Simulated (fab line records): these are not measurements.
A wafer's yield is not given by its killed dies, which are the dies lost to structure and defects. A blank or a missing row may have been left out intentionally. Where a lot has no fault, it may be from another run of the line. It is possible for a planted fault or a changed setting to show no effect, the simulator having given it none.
Commonality check across tools	flow berkeley cmos170	Sampled: 13 lots, 39 wafers

WHY THIS WAS OPENED
On 1 of the 13 lots, a flag is raised at UCB170_M2_CD_MEAS_90 on the reading cd nm. No-fault wafers: 700.0 nm, standard deviation 2.5.
Rule: a lot is flagged when every wafer of it that has a number lies more than 4 standard deviations from that mean, or none has a number. As for the other lots, they are considered sound.

lot	measured	on	cd nm (nm), wafer by wafer	flag
L976	day 9 03:05	cd sem-02	701.0 700.1 701.0	
L975	day 9 08:07	cd sem-02	703.2 700.5 699.9	
L979	day 9 22:10	cd sem-01	700.4 698.9 699.8	
L977	day 9 22:42	cd sem-02	696.4 693.6 696.8	
L978	day 10 00:50	cd sem-02	702.5 702.7 702.6	
L985	day 10 17:52	cd sem-01	722.2 718.0 721.2	FLAGGED
L986	day 10 18:29	cd sem-01	699.9 699.1 698.8	
L988	day 11 03:02	cd sem-01	702.0 702.1 700.9	
L990	day 11 16:02	cd sem-02	697.7 702.1 700.5	
L989	day 11 17:39	cd sem-01	704.3 695.1 699.3	
L992	day 11 21:51	cd sem-02	698.4 700.0 699.7	
L996	day 12 20:11	cd sem-01	700.9 702.9 699.5	
L997	day 13 04:47	cd sem-02	698.4 696.9 699.5	
Average over the flagged lots: 720.5 nm; offset from the usual +20.5 nm, equal to +8 standard deviations.

WHICH TOOL EACH LOT WENT THROUGH
2 process steps preceding the reading are held in the record, out of 331 steps in the route. Read each cell as the tool, then ch plus the chambers that the sampled wafers visited, then the start.
lot	flag	UCB170_M2_METAL_ETCH_18	UCB170_M2_STRIP_19
L976		rie metal-01 ch 0,1, day 9 02:20	plasma asher-04 ch 0,1, day 9 02:29
L975		rie metal-02 ch 0,1, day 9 07:38	plasma asher-04 ch 0,1, day 9 07:50
L979		rie metal-01 ch 1, day 9 21:46	plasma asher-04 ch 0,1, day 9 22:03
L977		rie metal-03 ch 1, day 9 22:25	plasma asher-04 ch 0,1, day 9 22:36
L978		rie metal-01 ch 1, day 10 00:22	plasma asher-04 ch 0,1, day 10 00:44
L985	FLAGGED	rie metal-01 ch 0,1, day 10 17:36	plasma asher-01 ch 0,1, day 10 17:46
L986		rie metal-03 ch 0,1, day 10 18:12	plasma asher-02 ch 0,1, day 10 18:22
L988		rie metal-02 ch 0,1, day 11 02:44	plasma asher-01 ch 0,1, day 11 02:55
L990		rie metal-02 ch 0,1, day 11 15:44	plasma asher-01 ch 0,1, day 11 15:56
L989		rie metal-03 ch 0,1, day 11 17:20	plasma asher-01 ch 0,1, day 11 17:32
L992		rie metal-02 ch 0,1, day 11 21:34	plasma asher-02 ch 0,1, day 11 21:43
L996		rie metal-02 ch 0,1, day 12 19:53	plasma asher-01 ch 0,1, day 12 20:04
L997		rie metal-03 ch 0,1, day 13 04:30	plasma asher-02 ch 0,1, day 13 04:40
What the steps here do:
- UCB170_M2_METAL_ETCH_18: etches Al in Cl2/BCl3, stops on SiO2, target depth 1170 nm, time 195 s.
- UCB170_M2_STRIP_19: strips in O2.
- UCB170_M2_CD_MEAS_90: target cd 700 nm.

FLAGGED OVER TOTAL, TOOL BY TOOL (the gauges that took the reading come last)
step	tool	lots run	flagged	share of the flagged lots	sound lots run after its first flagged lot
UCB170_M2_METAL_ETCH_18	rie metal-01	4	1	all	0
UCB170_M2_METAL_ETCH_18	rie metal-02	5	0	none	-
UCB170_M2_METAL_ETCH_18	rie metal-03	4	0	none	-
UCB170_M2_STRIP_19	plasma asher-01	5	1	all	4 (L988,L990,L989,L996)
UCB170_M2_STRIP_19	plasma asher-02	3	0	none	-
UCB170_M2_STRIP_19	plasma asher-04	5	0	none	-
UCB170_M2_CD_MEAS_90	cd sem-01	6	1	all	4 (L986,L988,L989,L996)
UCB170_M2_CD_MEAS_90	cd sem-02	7	0	none	-

THE TABLE: WHAT IT ALLOWS
3 rows of the table ran every flagged lot: rie metal-01 at UCB170_M2_METAL_ETCH_18, plasma asher-01 at UCB170_M2_STRIP_19, cd sem-01 at UCB170_M2_CD_MEAS_90.
- rie metal-01 at UCB170_M2_METAL_ETCH_18: 1 of its 4 lots flagged. Its last sound lot is L978 (day 10 00:22), its first flagged lot L985 (day 10 17:36): a fault that began between those two fits. Its own readings lie more than 4 standard deviations out on every wafer of the flagged lots: oes product au, run length s.
- plasma asher-01 at UCB170_M2_STRIP_19: 1 of its 5 lots flagged. After the first flagged lot (L988, L990, L989, L996), sound lots still ran on it; a lasting fault on the whole tool would not permit that. Its own readings lie more than 4 standard deviations out on every wafer of the flagged lots: oes product au.
- cd sem-01 at UCB170_M2_CD_MEAS_90: 1 of its 6 lots flagged. After the first flagged lot (L986, L988, L989, L996), sound lots still ran on it; a lasting fault on the whole tool would not permit that.
rie metal-01 at UCB170_M2_METAL_ETCH_18 is the single tool remaining.

WHAT THE SIMULATOR HAD PUT IN
Process parameter drift: rie metal-01, from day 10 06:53 on, at UCB170_M2_METAL_ETCH_18. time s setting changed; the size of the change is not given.
Struck lots among those shown: L985. This agrees with what the rule above found.
